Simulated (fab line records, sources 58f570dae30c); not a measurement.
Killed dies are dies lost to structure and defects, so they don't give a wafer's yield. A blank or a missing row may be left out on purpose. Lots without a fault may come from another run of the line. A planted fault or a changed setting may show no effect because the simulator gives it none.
A struck lot beside a sound one | flow berkeley_cmos170 | 15 steps out of a route of 331
Sound: wafers L625.1, L625.4, L625.6. Struck: wafers L610.2, L610.5, L610.6. The cause comes at the end.
At each step with rows: each side's tool, then ch and its chambers, then its first start. Under that, the readings that differ: sound wafers | struck wafers | difference of the means | sigmas: that difference in standard deviations of wafers without a fault.
alike: readings whose means differ by less than 2 such deviations, and words and numbers that are the same on both sides. not compared: withheld readings, readings that some wafer has no value for, bounds like >300 that may hide the same value, and numbers for which the record gives no deviation and whose values overlap.
The two part at a step that has a row with sigmas, a row that says differs or no value, or rows on one side only. Numbers that don't overlap but have no deviation are shown without sigmas and don't part them. A reading that every wafer of one side lacks parts them only if that side has two wafers or more.

UCB170_NSD_CD_MEAS_06: target cd 1200 nm.
  sound on cd_sem-02, day 11 17:28; struck on cd_sem-01, day 9 02:46
  alike: cd_nm
UCB170_NSD_OVL_MEAS_07:
  sound on overlay-01, day 11 17:35; struck on overlay-01, day 9 02:53
  alike: NSD_OVL
then, 1 step without rows for these wafers: UCB170_NSD_IMPLANT_08.
UCB170_NSD_STRIP_09: strips in O2.
  sound on plasma_asher-02 ch 0,1, day 11 17:46; struck on plasma_asher-02 ch 0,1, day 9 03:04
  reading                      | sound             | struck            | difference | sigmas
  strip_time_to_endpoint_s (s) | 35.89 35.75 35.72 | 35.88 35.99 35.95 | +0.15      | +2
  alike: drypump_motor_current_A, oes_product_au
  not compared: rf_hours_counter_h
UCB170_NSD_TW_MEAS_10:
  sound on film_metro-03, day 11 17:52; struck on film_metro-03, day 9 03:10
  alike: NSD_TW
then, 4 steps without rows for these wafers: UCB170_NSD_CLEAN_11 (cleans in SPM, time 600 s); UCB170_BACKSIDE_HMDS_00 (prime time 60 s); UCB170_BACKSIDE_COAT_01 (resist thk 900 nm); UCB170_BACKSIDE_SOFTBAKE_02 (time 60 s).
UCB170_BACKSIDE_STRIP_03: strips in O2.
  sound on plasma_asher-02 ch 0, day 11 18:33; struck on plasma_asher-01 ch 0,1, day 9 03:50
  alike: drypump_motor_current_A, oes_product_au, strip_time_to_endpoint_s
  not compared: rf_hours_counter_h
then, 1 step without rows for these wafers: UCB170_BACKSIDE_CLEAN_04 (cleans in SPM, time 600 s).
UCB170_SDANNEAL_RTA_00: time 10 s.
  sound on rtp_anneal-01 ch 0, day 11 18:53; struck on rtp_anneal-01 ch 0, day 9 04:16
  alike: lamp_power_pct, wafer_temp_C_max
UCB170_SDANNEAL_RTA_01: time 5 s.
  sound on rtp_anneal-01 ch 0, day 11 18:56; struck on rtp_anneal-01 ch 0, day 9 04:34
  alike: lamp_power_pct, wafer_temp_C_max
UCB170_SDANNEAL_RS_MEAS_02: measures by four-point-probe.
  sound on film_metro-03, day 11 19:00; struck on film_metro-02, day 9 04:37
  alike: PSD_RS
UCB170_M3_PROBE_99:
  the record has rows for the struck wafers here (prober-02, day 10 06:05) and none for the sound ones

WHERE THEY PART
First at UCB170_NSD_STRIP_09; last, within this record, at UCB170_M3_PROBE_99.

WHY: what the simulator had put in
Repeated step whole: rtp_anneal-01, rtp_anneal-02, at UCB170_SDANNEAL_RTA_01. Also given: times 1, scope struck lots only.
